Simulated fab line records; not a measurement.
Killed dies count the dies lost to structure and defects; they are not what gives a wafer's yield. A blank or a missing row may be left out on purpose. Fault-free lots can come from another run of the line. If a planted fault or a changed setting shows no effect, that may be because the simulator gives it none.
fab line records	flow berkeley-cmos170
[record] lots = 6	wafers = 18	last-day = 12
route steps=331 shown NLDD@159 SPACER@171 PSD@175
lots with no fault: from the same line, run without faults
start-h: hours from the record's first day to the start of the lot's first wafer shown	wait-h: hours elapsed since this lot's preceding step	" as in the row above	L1.1+2: a single row standing in for several wafers	- no value, or no start given	* or withheld: withheld	< > ~ a bound
route shown NAME@n: names a module that has steps shown in the file, with the first one's number in the route	usual: average and standard deviation across the fault-free wafers	same: alike in all rows	chamber/n: place in a boat	sites: each site's reading	_std_site: their standard deviation	_edge_site: outer sites' mean less inner sites'	radius-mm: how far each site lies from the wafer's centre	mask NAME#n: copy n	behind: the most recent tool/chamber to have shaped the wafer	hold: why the lot was held/for how many hours/how that ended	device: whichever transistor did not switch (one of n, p or np)	end of line: at the end of the route, the tests of the same wafers	for a step that has no rows: nothing shown but its recipe	killed: dies that structure and defects cost at the first sort, which is not the same as the wafer's yield	map: dies across one wafer; x = killed, . = not, _ = none there
set.NAME: the setting the step ran with; set.NAME@STEP: the setting that earlier step ran with	model.NAME: the simulator's own value behind a step, which no gauge read
certain route steps with their lots: each step a table, each wafer a row
services: the hour from which a tool's chamber was out of use, counted from the record's first day as start-h (under 0 if before that day), plus the number of hours and why
[[steps]]
[step UCB170_NLDD_COAT_01]
[recipe] resist = KrF	spin-rpm = 1500	resist-thk-nm = 900
[step UCB170_NLDD_SOFTBAKE_02]
[recipe] resist = KrF	temp-c = 130	time-s = 60
[step UCB170_NLDD_EXPOSE_03]
[recipe] mask-id = NSELECT	na = 0.5	sigma-outer = 0.6	source-shape = conventional	target-cd-nm = 1200	dose-mj = 30
[step UCB170_NLDD_PEB_04]
[recipe] peb-temp-c = 130	peb-time-s = withheld	resist = KrF
[step UCB170_NLDD_DEVELOP_05]
[recipe] developer = TMAH	develop-time-s = 45	resist = KrF	dev-temp-c = 21
[step UCB170_NLDD_CD_MEAS_06]
[recipe] target-cd-nm = 1200
[usual] cd-nm = 1200.0/1.5
lot.wafer	tool	chamber	start-h	wait-h	cd-nm
L378.1	cd-sem-02	-	150.33	-	1198.7
L378.2	"	-	"	"	1198.5
L378.5	"	-	"	"	1199.1
L377.1	cd-sem-01	-	151.07	-	1198.1
L377.3	"	-	"	"	1198.8
L377.5	"	-	"	"	1198.9
L385.1	cd-sem-02	-	182.08	-	1198.7
L385.3	"	-	"	"	1198.6
L385.6	"	-	"	"	1200.3
L391.1	cd-sem-01	-	208.56	-	1201.7
L391.3	"	-	"	"	1201.1
L391.4	"	-	"	"	1202.1
L396.1	cd-sem-02	-	243.68	-	1200.0
L396.3	"	-	"	"	1197.8
L396.5	"	-	"	"	1198.3
L397.3	cd-sem-01	-	244.62	-	1201.5
L397.5	"	-	"	"	1201.2
L397.6	"	-	"	"	1199.7
[step UCB170_NLDD_OVL_MEAS_07]
[usual] NLDD_OVL = 1/6.9
lot.wafer	tool	chamber	start-h	wait-h	NLDD_OVL[nm]
L378.1	overlay-02	-	150.45	0.1	4
L378.2	"	-	"	"	4
L378.5	"	-	"	"	10
L377.1	overlay-02	-	151.19	0.1	-1
L377.3	"	-	"	"	5
L377.5	"	-	"	"	-2
L385.1	overlay-01	-	182.20	0.1	-11
L385.3	"	-	"	"	-8
L385.6	"	-	"	"	-8
L391.1	overlay-01	-	208.68	0.1	9
L391.3	"	-	"	"	8
L391.4	"	-	"	"	10
L396.1	overlay-01	-	243.80	0.1	1
L396.3	"	-	"	"	-1
L396.5	"	-	"	"	0
L397.3	overlay-01	-	244.71	0.1	1
L397.5	"	-	"	"	2
L397.6	"	-	"	"	3
[step UCB170_NLDD_IMPLANT_08]
[recipe] species = As	dose-cm2 = 5e+13	energy-kev = 30	tilt-deg = 7	rotation-deg = 0
[step UCB170_NLDD_IMPLANT_09]
[recipe] species = As	dose-cm2 = 5e+13	energy-kev = 30	tilt-deg = 7	rotation-deg = 180
[step UCB170_NLDD_STRIP_10]
[recipe] chemistry = O2	power-w = 400	pressure-mtorr = 3500	platen-temp-c = withheld	o2-flow-sccm = 400	overash-fraction = 0.5
[usual] drypump-motor-current-A = 5.9/0.45	oes-product-au = 0.735/0.0047	strip-time-to-endpoint-s = 21.64/0.06
lot.wafer	tool	chamber	start-h	wait-h	drypump-motor-current-A	oes-product-au	rf-hours-counter-h	strip-time-to-endpoint-s
L378.1	plasma-asher-01	0	150.79	0.1	5.5	0.738	43	21.53
L378.2	"	1	"	"	5.9	0.741	43	21.49
L378.5	"	0	"	"	5.6	0.738	-	21.46
L377.1	plasma-asher-01	1	151.52	0.1	5.8	0.730	43	21.66
L377.3	"	1	"	"	5.9	0.736	-	21.71
L377.5	"	1	"	"	5.8	0.727	-	21.73
L385.1	plasma-asher-03	0	182.54	0.1	6.7	0.735	44	21.55
L385.3	"	0	"	"	6.6	0.735	-	21.60
L385.6	"	1	"	"	6.0	0.741	-	21.58
L391.1	plasma-asher-03	0	209.01	0.1	6.6	0.736	47	21.64
L391.3	"	1	"	"	6.0	0.733	-	21.70
L391.4	"	0	"	"	6.6	0.727	-	21.69
L396.1	plasma-asher-01	0	244.14	0.1	5.6	0.733	54	21.71
L396.3	"	1	"	"	5.8	0.737	-	21.70
L396.5	"	1	"	"	5.8	0.728	-	21.76
L397.3	plasma-asher-02	0	245.07	0.1	6.2	0.731	-	21.63
L397.5	"	1	"	"	5.0	0.728	-	21.65
L397.6	"	0	"	"	6.2	0.732	-	21.63
[step UCB170_NLDD_TW_MEAS_11]
[usual] NLDD_TW = 2231/12
lot.wafer	tool	chamber	start-h	wait-h	NLDD_TW
L378.1	film-metro-03	-	150.89	0.1	2240
L378.2	"	-	"	"	2234
L378.5	"	-	"	"	2246
L377.1	film-metro-04	-	151.62	0.1	2240
L377.3	"	-	"	"	2232
L377.5	"	-	"	"	2239
L385.1	film-metro-03	-	182.64	0.1	2234
L385.3	"	-	"	"	2235
L385.6	"	-	"	"	2224
L391.1	film-metro-04	-	209.11	0.1	2228
L391.3	"	-	"	"	2244
L391.4	"	-	"	"	2233
L396.1	film-metro-02	-	244.24	0.1	2225
L396.3	"	-	"	"	2211
L396.5	"	-	"	"	2218
L397.3	film-metro-03	-	245.15	0.1	2237
L397.5	"	-	"	"	2234
L397.6	"	-	"	"	2226
[step UCB170_NLDD_CLEAN_12]
[recipe] chemistry = SPM	temp-c = 120	time-s = 600
[step UCB170_SPACER_CVD_00]
[recipe] material = SiO2	target-thk-nm = 376	temp-c = 390	precursor = TEOS/O2	time-s = 47	rf-w = 550	pressure-mtorr = 9000
[usual] heater-power-w = 266/51	susceptor-temp-C = 390.00/0.22
lot.wafer	tool	chamber	start-h	wait-h	heater-power-w	susceptor-temp-C	model.SiO2_of_SPACER_CVD_00.thk-nm
L378.1	pecvd-02	2	151.14	0.0	245	389.99	372.5
L378.2	"	0	"	"	306	390.16	373
L378.5	"	0	"	"	219	390.07	376.8
L377.1	pecvd-03	0	151.88	0.0	246	390.01	368.2
L377.3	"	2	"	"	221	390.25	372.8
L377.5	"	0	"	"	164	389.73	372.4
L385.1	pecvd-03	0	183.11	0.0	183	389.95	371.1
L385.3	"	1	"	"	298	390.16	370.3
L385.6	"	1	"	"	211	389.88	372.2
L391.1	pecvd-03	2	209.37	0.0	246	389.87	369.1
L391.3	"	1	"	"	259	390.13	367.7
L391.4	"	0	"	"	235	389.71	377.1
L396.1	pecvd-02	0	244.47	0.0	288	389.68	409
L396.3	"	2	"	"	267	390.16	416.9
L396.5	"	1	"	"	348	389.86	426.1
L397.3	pecvd-02	1	245.67	0.2	399	389.64	420.9
L397.5	"	1	"	"	394	389.58	425.4
L397.6	"	0	"	"	246	389.87	417
[step UCB170_SPACER_THK_MEAS_01]
[recipe] reads = SiO2_of_SPACER_CVD_00
[usual] SPACER_TEOS_THK = 374/4.6
lot.wafer	tool	chamber	start-h	wait-h	SPACER_TEOS_THK[nm]
L378.1	film-metro-01	-	151.18	0.0	372
L378.2	"	-	"	"	373
L378.5	"	-	"	"	377
L377.1	film-metro-02	-	151.92	0.0	368
L377.3	"	-	"	"	373
L377.5	"	-	"	"	372
L385.1	film-metro-01	-	183.15	0.0	371
L385.3	"	-	"	"	370
L385.6	"	-	"	"	372
L391.1	film-metro-01	-	209.41	0.0	369
L391.3	"	-	"	"	368
L391.4	"	-	"	"	377
L396.1	film-metro-01	-	244.53	0.0	409
L396.3	"	-	"	"	417
L396.5	"	-	"	"	426
L397.3	film-metro-03	-	245.73	0.0	421
L397.5	"	-	"	"	426
L397.6	"	-	"	"	417
[step UCB170_SPACER_ANNEAL_02]
[recipe] temp-c = 900	time-s = 1800	ambient = N2
[step UCB170_SPACER_ETCHBACK_03]
[recipe] stop-on = Si	target = SiO2	chemistry = CHF3/CF4/Ar	CHF3_flow_sccm = 50	cf4-flow-sccm = 10	Ar_flow_sccm = 120	pressure-mtorr = 200	rf-w = 500	target-depth-a = 3760	time-s = 100
[usual] drypump-motor-current-A = 5.8/0.4	mfc-ar-sccm = 120.0/0.34	oes-product-au = 0.893/0.02	throttle-valve-pct = 6.41/0.097
lot.wafer	tool	chamber	start-h	wait-h	drypump-motor-current-A	mfc-ar-sccm	oes-product-au	rf-hours-counter-h	throttle-valve-pct	model.etch.depth-nm
L377.1	rie-diel-03	1	155.28	0.0	6.4	120.3	0.857	39	6.32	368.2
L377.3	"	0	"	"	5.2	120.3	0.909	12	6.38	372.8
L377.5	"	1	"	"	6.3	120.2	0.865	-	6.34	372.4
L378.1	rie-diel-02	2	155.28	0.0	5.4	120.6	0.894	102	6.62	372.5
L378.2	"	3	"	"	5.6	119.9	0.889	128	6.38	373
L378.5	"	2	"	"	5.4	120.3	0.895	-	6.61	376.8
L385.1	rie-diel-03	0	186.68	0.0	5.2	120.2	0.904	14	6.39	371.1
L385.3	"	2	"	"	6.0	119.6	0.903	66	6.31	370.3
L385.6	"	0	"	"	5.2	120.5	0.897	-	6.40	372.2
L391.1	rie-diel-02	0	213.89	0.0	6.3	119.7	0.910	10	6.28	369.1
L391.3	"	1	"	"	5.5	119.7	0.908	0	6.47	367.7
L391.4	"	3	"	"	5.6	119.5	0.889	130	6.35	377.1
L396.1	rie-diel-01	3	252.64	0.0	5.9	120.4	0.932	81	6.51	409
L396.3	"	0	"	"	6.5	121.3	0.977	1	6.53	416.9
L396.5	"	3	"	"	5.9	120.1	0.950	-	6.52	425.1
L397.3	rie-diel-02	0	252.64	0.0	6.3	120.5	0.996	11	6.29	420.9
L397.5	"	1	"	"	5.5	120.2	1.000	-	6.46	425.4
L397.6	"	2	"	"	5.5	120.6	0.965	-	6.62	417
[step UCB170_PSD_HMDS_00]
[recipe] prime-time-s = 60	prime-temp-c = 100
[[services]]
tool	chamber	start-h	hours	kind
rie-diel-02	3	131.01	3.2	repair
pecvd-02	-	135.50	14.0	pm
pecvd-02	0	135.50	14.0	vent-cycle
pecvd-02	1	135.50	14.0	vent-cycle
pecvd-02	2	135.50	14.0	vent-cycle
rie-diel-02	1	136.36	3.6	repair
rie-diel-01	3	138.69	11.9	repair
plasma-asher-03	-	141.58	3.5	repair
rie-diel-02	2	142.66	5.8	repair
pecvd-02	0	149.50	-	clean
pecvd-02	1	149.50	-	clean
pecvd-02	2	149.50	-	clean
rie-diel-02	0	153.99	1.4	repair
rie-diel-03	1	181.93	5.6	repair
rie-diel-01	1	188.03	9.4	repair
rie-diel-01	2	191.05	14.4	repair
plasma-asher-01	-	199.44	0.4	repair
rie-diel-01	1	206.89	10.9	repair
rie-diel-01	0	208.76	4.3	repair
plasma-asher-01	-	213.65	0.5	repair
rie-diel-01	-	225.92	2.8	pm
rie-diel-02	2	235.43	7.6	repair
pecvd-03	-	242.50	14.0	pm
plasma-asher-03	-	246.54	13.5	repair
[[key]]
[first-sign] step = UCB170_SPACER_THK_MEAS_01	reading = SPACER_TEOS_THK	direction = up	sigmas = 9.9	usual = 374	struck = 419
[effect] step = UCB170_SPACER_ETCHBACK_03	reading = oes-product-au	direction = up	sigmas = 3.8	usual = 0.893	struck = 0.970
[model-effect] step = UCB170_SPACER_CVD_00	value = SiO2_of_SPACER_CVD_00.thk-nm	without = 374.1	struck = 419.2
[model-effect] step = UCB170_SPACER_ETCHBACK_03	value = etch.depth-nm	without = 374.1	struck = 419.1
met-at UCB170_SPACER_CVD_00
struck-wafers L396.1,L396.3,L396.5,L397.3,L397.5,L397.6
later-rows-left-out L396.5
sort-left-out L396.1,L396.3,L396.5,L397.3,L397.5,L397.6
tester-left-out L396,L397
onset-between 151.14 244.47
also-fits time
[fault] kind = process-parameter-drift	tool = pecvd-02	chamber = -	onset-h = 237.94	steps = UCB170_SPACER_CVD_00	channel = target-thk-nm	offset = 45.12	shape = step	end-h = 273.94	acts-in = these-recipes-only	stated = 376
// tester-left-out: of these lots the tester's yield and bins aren't shown, on N5 and GAA mostly nor the transistor test; their killed dies are dies lost to structure and defects alone, not to doping, threshold or leakage, so they don't give the yield
// sort-left-out: the simulated sort isn't trusted on such a fault, so these wafers' sort isn't shown, and their yield isn't known
// later-rows-left-out: the simulator's readings of these wafers behind a module that went badly wrong aren't trusted and aren't shown, but for the sort
